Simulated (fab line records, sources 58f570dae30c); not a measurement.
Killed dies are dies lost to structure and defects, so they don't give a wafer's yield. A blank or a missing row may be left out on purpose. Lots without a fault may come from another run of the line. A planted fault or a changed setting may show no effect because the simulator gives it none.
Which tool did it? | flow berkeley_cmos170 | 14 lots, 42 wafers sampled, at 2 steps of a route of 331

WHAT THE GAUGES READ, wafer by wafer
UCB170_PLDD_OVL_MEAS_07. Usual: PLDD_OVL -1 nm, standard deviation 4.8.
lot  | measured     | on         | PLDD_OVL (nm) | flag
L457 | day 6 11:02  | overlay-01 | 0 0 -1        |
L459 | day 6 19:56  | overlay-01 | 3 6 2         |
L460 | day 7 04:22  | overlay-01 | -4 -7 -10     |
L464 | day 7 13:25  | overlay-01 | -3 -2 -6      |
L463 | day 7 13:42  | overlay-02 | 3 -1 -2       |
L465 | day 7 19:07  | overlay-01 | -7 -1 2       |
L466 | day 8 06:12  | overlay-01 | 2 2 -4        |
L467 | day 8 09:24  | overlay-02 | -6 1 -10      |
L468 | day 8 10:04  | overlay-01 | -7 -2 -4      |
L469 | day 8 16:43  | overlay-02 | 8 16 3        |
L471 | day 9 10:57  | overlay-02 | -3 -3 -3      |
L472 | day 9 11:11  | overlay-01 | -3 -4 -9      |
L477 | day 10 12:56 | overlay-01 | 5 -2 2        |
L479 | day 10 20:41 | overlay-01 | 7 12 3        |

UCB170_PSD_TW_MEAS_10. Usual: PSD_TW 2326, standard deviation 28.
lot  | measured     | on            | PSD_TW         | flag
L457 | day 6 21:10  | film_metro-02 | 2317 2326 2320 |
L459 | day 7 04:12  | film_metro-04 | 2353 2351 2346 |
L460 | day 7 12:34  | film_metro-01 | 2304 2312 2307 |
L464 | day 7 23:26  | film_metro-02 | 2333 2336 2336 |
L463 | day 7 23:47  | film_metro-04 | 2351 2361 2339 |
L465 | day 8 03:03  | film_metro-04 | 2360 2351 2351 |
L466 | day 8 12:35  | film_metro-01 | 2285 2291 2300 |
L467 | day 8 16:54  | film_metro-02 | 2327 2324 2332 |
L468 | day 8 16:47  | film_metro-02 | 2321 2313 2314 |
L469 | day 9 00:18  | film_metro-02 | 2322 2324 2312 |
L471 | day 9 21:23  | film_metro-02 | 2330 2339 2325 |
L472 | day 9 21:07  | film_metro-01 | 2299 2295 2283 |
L477 | day 11 01:01 | film_metro-04 | 2354 2370 2354 |
L479 | day 11 06:07 | film_metro-04 | 2361 2374 2360 |

WHICH TOOL RAN EACH LOT (tool, then ch and the chambers of the sampled wafers, then the start)
The record holds no process step before these readings.

WHAT THE TOOLS THEMSELVES READ (means of the sampled wafers that have a number; where no wafer has one, the mark that the record gives instead)
The record holds no such reading with a usual standard deviation.

THE ANSWER, worked out from the rows above alone
Rule: a lot is off if the mean of its wafers that have a number lies more than 3 standard deviations from the usual mean. A lot without any number at a reading at which 4 lots or more have one is off too. The other lots that the step has rows for count as sound. The gauges are gone through in route order, then the tools' own readings, and for those a lot's mean is taken as printed above. The first step at which some lot is off is used, and at that step the reading that is off furthest; a lot without a number counts as furthest.
No lot is off at any reading shown: from this, nothing can be told.

WHAT THE SIMULATOR HAD PUT IN
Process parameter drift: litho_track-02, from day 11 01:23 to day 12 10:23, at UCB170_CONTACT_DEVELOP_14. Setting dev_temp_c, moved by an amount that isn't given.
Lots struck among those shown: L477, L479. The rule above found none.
